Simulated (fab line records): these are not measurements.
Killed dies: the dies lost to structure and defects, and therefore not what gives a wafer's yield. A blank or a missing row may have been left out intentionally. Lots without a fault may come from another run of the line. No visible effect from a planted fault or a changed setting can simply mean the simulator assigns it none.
A struck lot beside a sound one	flow rit cmos	43 out of 202 route steps
Sound: wafers L154.1, L154.2, L154.6. Struck: wafer L164.3. (L164.2, L164.5 of the same lot were not struck and are left out.) The cause comes at the end.
At each step with rows: each side's tool, then ch and its chambers, then its first start. Under that, the readings that differ: sound wafers	struck wafers	difference of the means	sigmas: that difference in standard deviations of wafers without a fault.
alike: same words and numbers on both sides, and readings whose means sit less than 2 such deviations apart. not compared: any withheld reading, any reading some wafer has no value for, any bound like >300 that may hide the same value, and any number with overlapping values for which the record gives no deviation.
Wherever a step has rows on one side only, a row that says differs or no value, or a row with sigmas, the two part there. Non-overlapping numbers with no deviation appear without sigmas and do not part them. Lack of a reading on every wafer of one side parts them only where that side has two or more wafers.

RIT_ACTIVE_THK_MEAS_02:
  sound: film metro-03 at day 1 12:03; struck: film metro-02 at day 3 14:04
  alike: ACTIVE_OXIDE_THK
then, 1 step without rows for these wafers: RIT_ACTIVE_CVD_03 (deposits Si3N4 from SiH2Cl2/NH3, target thk 150 nm, time 1500 s).
RIT_ACTIVE_THK_MEAS_04:
  sound: film metro-02 at day 1 13:32; struck: film metro-01 at day 3 15:32
  alike: ACTIVE_NITRIDE_THK
then, 6 steps without rows for these wafers: RIT_ACTIVE_HMDS_05 (prime time 60 s); RIT_ACTIVE_COAT_06 (resist thk 1000 nm); RIT_ACTIVE_SOFTBAKE_07 (time 60 s); RIT_ACTIVE_EXPOSE_08 (exposes mask M1, target cd 1400 nm); RIT_ACTIVE_PEB_09; RIT_ACTIVE_DEVELOP_10 (develop time 50 s).
RIT_ACTIVE_CD_MEAS_11 targets a cd of 1400 nm.
  sound: cd sem-02 at day 1 14:34; struck: cd sem-02 at day 3 16:28
  alike: cd nm
then, 1 step without rows for these wafers: RIT_ACTIVE_HARDBAKE_12 (time 60 s).
RIT_ACTIVE_ETCH_13: etches Si3N4 in SF6, stops on SiO2, time 210 s, target depth 210 nm.
  sound on rie diel-04 ch 2,3, day 1 14:50; struck on rie diel-04 ch 3, day 3 16:43
  alike: drypump motor current A, oes product au, throttle valve pct
  not compared: rf hours counter h
RIT_ACTIVE_STRIP_14: strips in O2, time 180 s.
  sound on plasma asher-03 ch 0,1, day 1 14:58; struck on plasma asher-03 ch 0, day 3 16:50
  alike: drypump motor current A
  not compared: rf hours counter h
RIT_ACTIVE_CD_MEAS_90 targets a cd of 1400 nm.
  sound: cd sem-02 at day 1 15:15; struck: cd sem-01 at day 3 17:02
  alike: cd nm
then, 4 steps without rows for these wafers: RIT_ACTIVE_CLEAN_15 (cleans in SC1, time 600 s); RIT_ACTIVE_CLEAN_16 (cleans in dHF, time 30 s); RIT_ACTIVE_CLEAN_17 (cleans in SC2, time 600 s); RIT_FOX1_OXIDATION_00 (target thk 350.7 nm, ox time 1130 s).
RIT_FOX1_THK_MEAS_01:
  sound: film metro-02 at day 1 17:29; struck: film metro-04 at day 3 18:50
  alike: FOX1_OXIDE_THK
then, 2 steps without rows for these wafers: RIT_FOX1_WET_ETCH_02 (etches SiO2 in BOE, target depth 350 nm, time 390 s); RIT_FOX2_OXIDATION_00 (target thk 350.7 nm, ox time 1181 s).
RIT_FOX2_THK_MEAS_01:
  sound: film metro-01 at day 1 19:10; struck: film metro-04 at day 3 20:23
  alike: FOX2_OXIDE_THK
then, 2 steps without rows for these wafers: RIT_FOX2_CLEAN_02 (cleans in dHF, time 180 s); RIT_FOX2_WET_ETCH_03 (etches Si3N4 in H3PO4, target depth 195 nm, time 2700 s).
RIT_FOX2_THK_MEAS_90:
  sound: film metro-03 at day 1 20:02; struck: film metro-04 at day 3 21:16
  alike: FIELD_OXIDE_LEFT_1_THK
then, 6 steps without rows for these wafers: RIT_NWELL_HMDS_00 (prime time 60 s); RIT_NWELL_COAT_01 (resist thk 1300 nm); RIT_NWELL_SOFTBAKE_02 (time 60 s); RIT_NWELL_EXPOSE_03 (exposes mask M2, target cd 43900 nm); RIT_NWELL_PEB_04; RIT_NWELL_DEVELOP_05 (develop time 68 s).
RIT_NWELL_OVL_MEAS_06:
  sound: overlay-01 at day 1 21:07; struck: overlay-01 at day 3 22:12
  alike: NWELL_OVL
then, 2 steps without rows for these wafers: RIT_NWELL_HARDBAKE_07 (time 120 s); RIT_NWELL_IMPLANT_08.
RIT_NWELL_STRIP_09: strips in O2, time 180 s.
  sound on plasma asher-02 ch 0,1, day 1 21:32; struck on plasma asher-03 ch 0, day 3 22:38
  alike: drypump motor current A
  not compared: rf hours counter h
RIT_NWELL_TW_MEAS_10:
  sound: film metro-03 at day 1 21:43; struck: film metro-04 at day 3 22:49
reading	sound	struck	difference	sigmas
NWELL_TW	2132 2139 2136	2158	+22	+2
then, 6 steps without rows for these wafers: RIT_PWELL_HMDS_00 (prime time 60 s); RIT_PWELL_COAT_01 (resist thk 1308 nm); RIT_PWELL_SOFTBAKE_02 (time 60 s); RIT_PWELL_EXPOSE_03 (exposes mask M3, target cd 43700 nm); RIT_PWELL_PEB_04; RIT_PWELL_DEVELOP_05 (develop time 68 s).
RIT_M1_PROBE_99:
  sound: prober-01 at day 3 11:58; struck: prober-01 at day 5 11:28
reading	sound	struck	difference	sigmas
killed at front end	3 3 7	36	+32	+11
killed dies	3 3 7	36	+32	+11
  alike: killed_at_M0_to_M3, killed open, killed short

## WHERE THEY PART
First at RIT_NWELL_TW_MEAS_10; last, within this record, at RIT_M1_PROBE_99.

WHY: what the simulator had put in
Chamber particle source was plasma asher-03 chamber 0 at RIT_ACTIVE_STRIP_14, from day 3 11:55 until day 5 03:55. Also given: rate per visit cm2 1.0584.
